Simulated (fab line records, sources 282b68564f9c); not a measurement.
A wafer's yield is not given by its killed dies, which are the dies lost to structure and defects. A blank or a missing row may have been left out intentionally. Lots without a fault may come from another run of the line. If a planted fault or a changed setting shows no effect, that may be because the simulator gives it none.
The same fault as seen by 2 desks	flow ritCmos	each desk has only its own numbers; what lay behind them comes last

DESK OF THE TOOL OWNER: furnace-03
The tool's own readings at RIT_FOX1_OXIDATION_00 (target thk 350.7 nm, ox time 1130 s): means of the sampled wafers that have a number, for each lot that ran on this tool. If a lot's mean is further than 4 standard deviations from the usual mean, the lot is out of limits and carries the mark OUT (the distance appears in the brackets).
Columns: A = spikeTcCentreC at RIT_FOX1_OXIDATION_00, usual 1102.2 C; B = spikeTcLoadC at RIT_FOX1_OXIDATION_00, usual 1126.2 C; C = spikeTcSourceC at RIT_FOX1_OXIDATION_00, usual 1127.6 C; D = tubeCenterTempC at RIT_FOX1_OXIDATION_00, usual 1100 C; E = tube_center_temp_C_max at RIT_FOX1_OXIDATION_00, usual 1102.9
lot	first seen here	A	B	C	D	E
L921	day 2 03:12	1101.7	1123.7	1127.7	1100	1103.1
L924	day 2 18:10	1100.8	1123.5	1128.3	1100	1103.1
L925	day 2 23:07	1101.1	1123.9	1127.9	1100	1102.8
L926	day 3 04:06	1087.2 (-12) OUT	1108.8 (-7.9) OUT	1112.2 (-10) OUT	1085 (-99 or more) OUT	1088.2 (-31) OUT
L927	day 3 08:23	1087.9 (-12) OUT	1108.1 (-8.2) OUT	1112.6 (-10) OUT	1085 (-99 or more) OUT	1088.1 (-31) OUT
This desk's verdict: out of limits on L926, L927, starting with L926 at day 3 04:06 (spikeTcCentreC at RIT_FOX1_OXIDATION_00). Within limits: L921, L924, L925.

AT THE METROLOGY DESK
What the gauges read, lot by lot, whatever tool the lot ran on: means of the sampled wafers that have a number. If a lot's mean is further than 4 standard deviations from the usual mean, the lot is out of limits and carries the mark OUT (the distance appears in the brackets).
Columns: A = PWELL_RS at RIT_WELLDRIVE_RS_MEAS_02, usual 430.7 ohm/sq; B = PRETRO_TW at RIT_PRETRO_TW_MEAS_10, usual 475; C = NLDD_TW at RIT_NLDD_TW_MEAS_10, usual 2495
lot	first seen here	A	B	C
L919	day 2 06:58	430.3	477	2496
L920	day 2 11:14	432.2	473	2517
L921	day 2 15:19	431.1	478	2469
L924	day 3 07:17	430.1	465	2467
L925	day 3 12:23	429.0	470	2475
L926	day 3 16:36	430.0	468	2480
L927	day 3 21:24	429.8	479	2517
L928	day 4 02:28	429.5	472	2497
L929	day 4 08:25	430.8	470	2484
L932	day 5 00:15	430.3	472	2479
L936	day 5 18:59	431.0	469	2488
L939	day 6 12:32	431.1	480	2471
L941	day 6 21:58	430.5	483	2533
L942	day 7 04:01	431.8	482	2526
Finding of this desk: none of the 14 lots has anything out of limits.

ALL TOGETHER
At day 3 04:06, on L926, L927, the tool owner's desk was in a position to raise an alarm.
Nothing out of limits was seen by the metrology desk.
The metrology desk has L926, L927 on record, within its limits.
On furnace-03, each named lot ran RIT_FOX1_OXIDATION_00.

WHAT HAD BEEN PUT IN BY THE SIMULATOR
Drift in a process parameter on furnace-03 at RIT_FOX1_OXIDATION_00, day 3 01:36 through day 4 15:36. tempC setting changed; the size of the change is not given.
Struck lots among those shown: L926, L927.
Delay in hours, fault start to first out-of-limits reading, by desk: the tool owner's desk at 2.
